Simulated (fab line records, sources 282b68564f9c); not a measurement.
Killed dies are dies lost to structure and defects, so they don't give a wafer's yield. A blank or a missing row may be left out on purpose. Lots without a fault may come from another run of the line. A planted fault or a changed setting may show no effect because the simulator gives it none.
A struck lot beside a sound one | flow rit_cmos | 17 steps out of a route of 202
Sound: wafers L315.1, L315.2, L315.3. Struck: wafers L310.2, L310.3, L310.4. The cause comes at the end.
At each step with rows: each side's tool, then ch and its chambers, then its first start. Under that, the readings that differ: sound wafers | struck wafers | difference of the means | sigmas: that difference in standard deviations of wafers without a fault.
alike: readings whose means differ by less than 2 such deviations, and words and numbers that are the same on both sides. not compared: withheld readings, readings that some wafer has no value for, bounds like >300 that may hide the same value, and numbers for which the record gives no deviation and whose values overlap.
The two part at a step that has a row with sigmas, a row that says differs or no value, or rows on one side only. Numbers that don't overlap but have no deviation are shown without sigmas and don't part them. A reading that every wafer of one side lacks parts them only if that side has two wafers or more.

first, 2 steps without rows for these wafers: RIT_NRETRO_HARDBAKE_07 (time 120 s); RIT_NRETRO_IMPLANT_08.
RIT_NRETRO_STRIP_09: strips in O2, time 180 s.
  sound on plasma_asher-01 ch 0,1, day 5 06:10; struck on plasma_asher-02 ch 0,1, day 4 03:35
  alike: drypump_motor_current_A
  not compared: rf_hours_counter_h
RIT_NRETRO_TW_MEAS_10:
  sound on film_metro-04, day 5 06:21; struck on film_metro-02, day 4 03:46
  alike: NRETRO_TW
then, 6 steps without rows for these wafers: RIT_PRETRO_HMDS_00 (prime time 60 s); RIT_PRETRO_COAT_01 (resist thk 1300 nm); RIT_PRETRO_SOFTBAKE_02 (time 60 s); RIT_PRETRO_EXPOSE_03 (exposes mask M5, target cd 43700 nm); RIT_PRETRO_PEB_04; RIT_PRETRO_DEVELOP_05 (develop time 68 s).
RIT_PRETRO_OVL_MEAS_06:
  sound on overlay-01, day 5 07:25; struck on overlay-02, day 4 04:43
  alike: PRETRO_OVL
then, 1 step without rows for these wafers: RIT_PRETRO_HARDBAKE_07 (time 120 s).
RIT_PRETRO_IMPLANT_08:
  sound on implanter-04 ch 0, day 5 07:42; struck on implanter-02 ch 0, day 4 05:04
  reading            | sound                            | struck                        | difference | sigmas
  dose_ions_cm2      | 1.1983e+13 1.1987e+13 1.2002e+13 | 8.029e+12 8.044e+12 8.034e+12 | -3.955e+12 | -99 or more
  faraday_current_uA | 36.0 38.5 38.4                   | 26.4 26.1 24.9                | -11.8      | -16
RIT_PRETRO_STRIP_09: strips in O2, time 180 s.
  sound on plasma_asher-01 ch 0,1, day 5 07:51; struck on plasma_asher-01 ch 0,1, day 4 05:11
  alike: drypump_motor_current_A
  not compared: rf_hours_counter_h
RIT_PRETRO_TW_MEAS_10:
  sound on film_metro-03, day 5 08:01; struck on film_metro-03, day 4 05:22
  reading   | sound             | struck            | difference | sigmas
  PRETRO_TW | 473.6 471.8 472.1 | 421.8 420.3 419.9 | -51.8      | -20
then, 1 step without rows for these wafers: RIT_GATE_WET_ETCH_00 (etches SiO2 in BOE, target depth 56 nm, time 60 s).
RIT_M1_PROBE_99:
  sound on prober-01, day 6 09:21; struck on prober-01, day 5 11:42
  reading                                    | sound                | struck               | difference | sigmas
  model.etest.nmos_0p3.r_on_ohm_um           | 2196 2234 2227       | 2066 2096 2086       | -136       |
  model.etest.nmos_0p15.r_on_ohm_um          | 1166 1173 1190       | 1117 1164 1144       | -35        |
  model.etest.nmos_turned.drive_ua_um        | 310.9 304 307.4      | 349.4 342.8 347.1    | +39.0      |
  model.etest.nmos_0p15.drive_ua_um          | 448.5 435.3 443.8    | 486.7 480 481        | +40.0      |
  model.etest.nmos_0p3.drive_ua_um           | 220.9 212.8 214      | 244.9 248.5 243.7    | +29.8      |
  model.etest.nmos_narrow.drive_ua_um        | 224.6 217.7 215.9    | 237.2 242.1 233.9    | +18.3      |
  model.etest.nmos_0p15.off_log10_a_um       | -10.57 -10.82 -10.55 | -9.48 -9.584 -9.542  | +1.11      |
  model.etest.retro_edge_nmos.off_log10_a_um | -10.44 -10.54 -10.45 | -9.379 -9.419 -9.686 | +0.982     |
  alike: killed_at_M0_to_M3, killed_at_contacts, killed_at_front_end, killed_dies, killed_open, killed_short

WHERE THEY PART
First at RIT_PRETRO_IMPLANT_08; last, within this record, at RIT_PRETRO_TW_MEAS_10. Later steps at which nothing parts them and some readings are alike: RIT_M1_PROBE_99.

WHY: what the simulator had put in
Process parameter drift: implanter-02, from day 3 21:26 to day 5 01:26, at RIT_PRETRO_IMPLANT_08. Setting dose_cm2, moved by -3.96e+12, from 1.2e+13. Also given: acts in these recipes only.
